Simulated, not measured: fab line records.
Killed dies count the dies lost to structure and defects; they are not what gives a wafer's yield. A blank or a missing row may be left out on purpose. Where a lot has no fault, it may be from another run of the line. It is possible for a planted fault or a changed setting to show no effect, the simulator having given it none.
The tool behind it: which one? :: flow berkeleyCmos170 :: Sampling: 11 lots, 33 wafers, 2 of 331 route steps

== WHAT THE GAUGES SHOWED, per wafer ==
UCB170_FIELD_THK_MEAS_02.
lot: L364
measured: day 5 07:30
on: filmMetro-04
FIELD_OXIDE_THK (nm): 554 555 560

lot: L365
measured: day 5 20:55
on: filmMetro-03
FIELD_OXIDE_THK (nm): 562 569 568

lot: L366
measured: day 5 20:51
on: filmMetro-03
FIELD_OXIDE_THK (nm): 554 548 547

lot: L367
measured: day 5 20:52
on: filmMetro-04
FIELD_OXIDE_THK (nm): 563 564 575

lot: L369
measured: day 6 14:14
on: filmMetro-03
FIELD_OXIDE_THK (nm): 561 559 554

lot: L370
measured: day 6 23:53
on: filmMetro-03
FIELD_OXIDE_THK (nm): 572 567 563

lot: L372
measured: day 7 07:07
on: filmMetro-04
FIELD_OXIDE_THK (nm): 565 549 568

lot: L373
measured: day 7 14:20
on: filmMetro-03
FIELD_OXIDE_THK (nm): 555 558 548

lot: L375
measured: day 7 22:08
on: filmMetro-01
FIELD_OXIDE_THK (nm): 324 325 332

lot: L376
measured: day 7 22:08
on: filmMetro-04
FIELD_OXIDE_THK (nm): 299 309 305

lot: L378
measured: day 8 06:57
on: filmMetro-03
FIELD_OXIDE_THK (nm): 563 555 561

== WHAT TOOL EACH LOT RAN ON (gives the tool, then ch and the chambers of the sampled wafers, and finally the start) ==
lot: L364
UCB170_FIELD_OXIDATION_01: furnace-02 ch 0, day 5 04:29

lot: L365
UCB170_FIELD_OXIDATION_01: furnace-02 ch 0, day 5 17:51

lot: L366
UCB170_FIELD_OXIDATION_01: furnace-02 ch 0, day 5 17:51

lot: L367
UCB170_FIELD_OXIDATION_01: furnace-02 ch 0, day 5 17:51

lot: L369
UCB170_FIELD_OXIDATION_01: furnace-02 ch 0, day 6 11:14

lot: L370
UCB170_FIELD_OXIDATION_01: furnace-04 ch 0, day 6 20:42

lot: L372
UCB170_FIELD_OXIDATION_01: furnace-01 ch 0, day 7 04:07

lot: L373
UCB170_FIELD_OXIDATION_01: furnace-01 ch 0, day 7 11:19

lot: L375
UCB170_FIELD_OXIDATION_01: furnace-04 ch 0, day 7 19:07

lot: L376
UCB170_FIELD_OXIDATION_01: furnace-04 ch 0, day 7 19:07

lot: L378
UCB170_FIELD_OXIDATION_01: furnace-02 ch 0, day 8 03:48
- UCB170_FIELD_OXIDATION_01: target thk 558.3 nm, ox time 7200 s.

== THE ANSWER, worked out from the rows above alone ==
Rule: usual is defined by the lots themselves. Put in order of their means at a reading, lots are off if they are a third of the lots or fewer, leave a main group of 4 or more, and stand apart from it by a gap of 3 or more times the standard deviation of the main group's means; of several such gaps the widest counts. The tables above print the reading to a certain number of digits; a main group whose means all agree to those digits is not used. A lot without any number at a reading at which 4 lots or more have one is off too. All remaining lots with rows at the step are treated as sound.
Off: L375, L376, seen at UCB170_FIELD_THK_MEAS_02 (FIELD_OXIDE_THK). For the main group the mean is 560 nm and the standard deviation 5.9.
A tool fits if, at a process step before that reading, it ran every lot that is off, and no sound lot after the first of them. Those tools and the gauges at UCB170_FIELD_THK_MEAS_02 are tried in the same way. One candidate fits, namely furnace-04 at UCB170_FIELD_OXIDATION_01. Its last sound lot is L370 (day 6 20:42), its first lot that is off L375 (day 7 19:07): a fault that began between those two fits.

== WHAT THE SIMULATOR HAD INSERTED ==
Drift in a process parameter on furnace-04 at UCB170_FIELD_OXIDATION_01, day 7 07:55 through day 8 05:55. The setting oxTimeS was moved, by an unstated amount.
Lots struck among those shown: L375, L376. Same finding as the rule above.
